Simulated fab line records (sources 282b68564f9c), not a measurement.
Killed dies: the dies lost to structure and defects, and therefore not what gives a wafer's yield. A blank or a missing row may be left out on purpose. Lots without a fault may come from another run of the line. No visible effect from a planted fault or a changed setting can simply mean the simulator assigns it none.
Tool commonality check | flow rit cmos | Sampled: 14 lots, 42 wafers

## THE REASON FOR OPENING IT
RIT_NLDD_TW_MEAS_10, reading NLDD_TW: flagged on 2 of 14 lots. Wafers without a fault read 2481, standard deviation 15.
Rule: a lot gets a flag if all its wafers with a number sit over 4 standard deviations from that mean, or if no wafer of it has a number. The rest of the lots are taken to be sound.

lot  | measured     | on            | NLDD_TW, wafer by wafer | flag
L270 | day 2 19:32  | film metro-03 | 2463 2474 2473          |
L271 | day 2 22:55  | film metro-04 | 2483 2478 2490          |
L272 | day 3 11:04  | film metro-01 | 2480 2485 2487          |
L273 | day 3 18:07  | film metro-03 | 2474 2465 2465          |
L275 | day 4 02:51  | film metro-01 | 2483 2493 2495          |
L279 | day 5 07:07  | film metro-01 | 2515 2507 2498          |
L280 | day 5 07:22  | film metro-03 | 2455 2469 2464          |
L281 | day 5 07:36  | film metro-01 | 2514 2511 2518          |
L282 | day 5 17:16  | film metro-04 | 2484 2477 2482          |
L283 | day 5 21:50  | film metro-03 | 2461 2463 2469          |
L284 | day 6 01:39  | film metro-01 | 2483 2486 2494          |
L287 | day 6 13:16  | film metro-03 | 1894 1904 1891          | FLAGGED
L288 | day 6 18:49  | film metro-01 | 1932 1918 1920          | FLAGGED
L292 | day 19 01:35 | film metro-03 | 2467 2455 2467          |
The mean of the flagged lots' numbers is 1910, -571 from the usual (-38 standard deviations).

## WHICH TOOL EACH LOT WENT THROUGH
The record holds 1 process step before the reading, out of a route of 202 steps. Cell contents, in order: the tool; ch with the chambers the sampled wafers went through; the start.
lot  | flag    | RIT_NLDD_IMPLANT_08
L270 |         | implanter-01 ch 0, day 2 19:13
L271 |         | implanter-03 ch 0, day 2 22:35
L272 |         | implanter-03 ch 0, day 3 10:45
L273 |         | implanter-01 ch 0, day 3 17:47
L275 |         | implanter-04 ch 0, day 4 02:31
L279 |         | implanter-04 ch 0, day 5 06:47
L280 |         | implanter-01 ch 0, day 5 07:05
L281 |         | implanter-04 ch 0, day 5 07:19
L282 |         | implanter-04 ch 0, day 5 16:56
L283 |         | implanter-01 ch 0, day 5 21:31
L284 |         | implanter-01 ch 0, day 6 01:20
L287 | FLAGGED | implanter-04 ch 0, day 6 12:56
L288 | FLAGGED | implanter-04 ch 0, day 6 18:30
L292 |         | implanter-01 ch 0, day 19 01:17
What is done by these steps:
- RIT_NLDD_IMPLANT_08
- RIT_NLDD_TW_MEAS_10

## FLAGGED OVER TOTAL, TOOL BY TOOL (the gauges that took the reading come last)
step                | tool          | lots run | flagged | share of the flagged lots | sound lots run after its first flagged lot
RIT_NLDD_IMPLANT_08 | implanter-01  | 6        | 0       | none                      | -
RIT_NLDD_IMPLANT_08 | implanter-03  | 2        | 0       | none                      | -
RIT_NLDD_IMPLANT_08 | implanter-04  | 6        | 2       | all                       | 0
RIT_NLDD_TW_MEAS_10 | film metro-01 | 6        | 1       | some                      | 0
RIT_NLDD_TW_MEAS_10 | film metro-03 | 6        | 1       | some                      | 1 (L292)
RIT_NLDD_TW_MEAS_10 | film metro-04 | 2        | 0       | none                      | -

## WHAT IS ALLOWED BY THE TABLE
All flagged lots share 1 row of the table, namely implanter-04 at RIT_NLDD_IMPLANT_08.
- implanter-04 at RIT_NLDD_IMPLANT_08 ran 6 lots, 2 of them flagged. Its last sound lot is L282 (day 5 16:56), its first flagged lot L287 (day 6 12:56): a fault that began between those two fits. Its own readings (dose ions cm2, faraday current uA) fall more than 4 standard deviations out on all wafers of the flagged lots.
What remains is a single tool, implanter-04 at RIT_NLDD_IMPLANT_08.

## WHAT HAD BEEN PUT IN BY THE SIMULATOR
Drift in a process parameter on implanter-04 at RIT_NLDD_IMPLANT_08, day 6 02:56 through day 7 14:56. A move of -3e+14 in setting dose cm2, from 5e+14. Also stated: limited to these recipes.
Struck lots among those shown: L287, L288. The rule given above showed the same thing.
